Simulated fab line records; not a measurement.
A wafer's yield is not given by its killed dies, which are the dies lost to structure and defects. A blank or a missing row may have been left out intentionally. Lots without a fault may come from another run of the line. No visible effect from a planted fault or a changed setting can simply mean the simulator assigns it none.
The tool behind it: which one? -- flow rit cmos -- Sampling: 13 lots, 37 wafers, 2 of 202 route steps

== WHAT EACH GAUGE READ, for each wafer ==
RIT_CONTACT_CD_MEAS_08: the cd target is 1000 nm. Usual: cd nm reads 1000.4 nm (standard deviation 2).
lot,measured,on,cd nm (nm),flag
L735,day 3 08:26,cd sem-01,1002.1 998.8 999.1,
L737,day 3 22:37,cd sem-01,1002.4 1004.1 1003.1,
L740,day 4 11:22,cd sem-02,999.0 996.3 995.6,
L741,day 4 17:13,cd sem-01,1002.5 999.5 998.6,
L742,day 4 23:23,cd sem-01,1001.0 998.9 998.6,
L744,day 5 05:02,cd sem-01,997.5 998.3 999.8,
L743,day 5 05:59,cd sem-02,1003.2 1002.6 1003.4,
L746,day 5 18:05,cd sem-02,999.7 1001.1 999.1,
L747,day 5 22:35,cd sem-02,1003.2 1003.0 1002.1,
L748,day 6 01:47,cd sem-01,999.0 1000.3 1001.7,
L749,day 6 08:10,cd sem-02,996.8 999.0 999.1,
L754,day 7 08:16,cd sem-02,999.0 996.8 1001.1,
L757,day 7 23:26,cd sem-02,1011.2 1010.9,OFF

== WHAT TOOL EACH LOT RAN ON (gives the tool, then ch and the chambers of the sampled wafers, and finally the start) ==
lot,RIT_CONTACT_EXPOSE_05
L735,"iline stepper-02 ch 0, day 3 07:55"
L737,"iline stepper-01 ch 0, day 3 22:06"
L740,"iline stepper-01 ch 0, day 4 10:51"
L741,"iline stepper-01 ch 0, day 4 16:41"
L742,"iline stepper-02 ch 0, day 4 22:52"
L744,"iline stepper-01 ch 0, day 5 04:31"
L743,"iline stepper-01 ch 0, day 5 05:28"
L746,"iline stepper-02 ch 0, day 5 17:34"
L747,"iline stepper-02 ch 0, day 5 22:04"
L748,"iline stepper-01 ch 0, day 6 01:17"
L749,"iline stepper-02 ch 0, day 6 07:39"
L754,"iline stepper-02 ch 0, day 7 07:46"
L757,"iline stepper-01 ch 0, day 7 22:55"
- RIT_CONTACT_EXPOSE_05: exposes mask M11, target cd 1000 nm.

== WHAT THE TOOLS THEMSELVES READ (means of the sampled wafers that have a number; where no wafer has one, the mark that the record gives instead) ==
RIT_CONTACT_EXPOSE_05. Usual: exposure dose mJ cm2 reads 250.02 (standard deviation 0.23).
lot,tool,exposure dose mJ cm2,flag
L735,iline stepper-02,250.37,
L737,iline stepper-01,249.82,
L740,iline stepper-01,250.05,
L741,iline stepper-01,250.25,
L742,iline stepper-02,250.03,
L744,iline stepper-01,249.67,
L743,iline stepper-01,249.87,
L746,iline stepper-02,249.94,
L747,iline stepper-02,250.14,
L748,iline stepper-01,250.03,
L749,iline stepper-02,249.96,
L754,iline stepper-02,249.84,
L757,iline stepper-01,248.94,OFF

== THE ANSWER, worked out from the rows above alone ==
Rule: take the mean of a lot's wafers that have a number; if it is more than 3 standard deviations from the usual mean, the lot is off. Also off: a lot with no number at a reading for which 4 or more lots have one. Any other lot the step has rows for is counted as sound. First the gauges in route order, then the tools' own readings, where a lot's mean is used as printed above. At the first step where some lot is off, the reading lying furthest off is the one used; lots without a number count as furthest.
Off: L757 (RIT_CONTACT_CD_MEAS_08, cd nm).
A tool fits if, at a process step before that reading, it ran every lot that is off, and no sound lot after the first of them. The gauges at RIT_CONTACT_CD_MEAS_08 aren't tried: what is off there is off at RIT_CONTACT_EXPOSE_05 too, on other tools, and a gauge's error can't cause that. One fits: RIT_CONTACT_EXPOSE_05 on iline stepper-01. A fault onset in the window from L748 (day 6 01:17, its last sound lot) to L757 (day 7 22:55, its first lot off) fits.
On the lots that are off, the tool's own readings at RIT_CONTACT_EXPOSE_05 differ by more than 5 times the standard deviation of the sound lots' means, which bears it out; exposure dose mJ cm2 reads 248.94 there versus 250.00 on the sound lots.

== WHAT THE SIMULATOR HAD INSERTED ==
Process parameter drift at RIT_CONTACT_EXPOSE_05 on iline stepper-01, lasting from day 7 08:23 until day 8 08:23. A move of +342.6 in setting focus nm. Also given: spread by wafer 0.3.
Shown lots that were struck: L757. The same result came from the rule above.
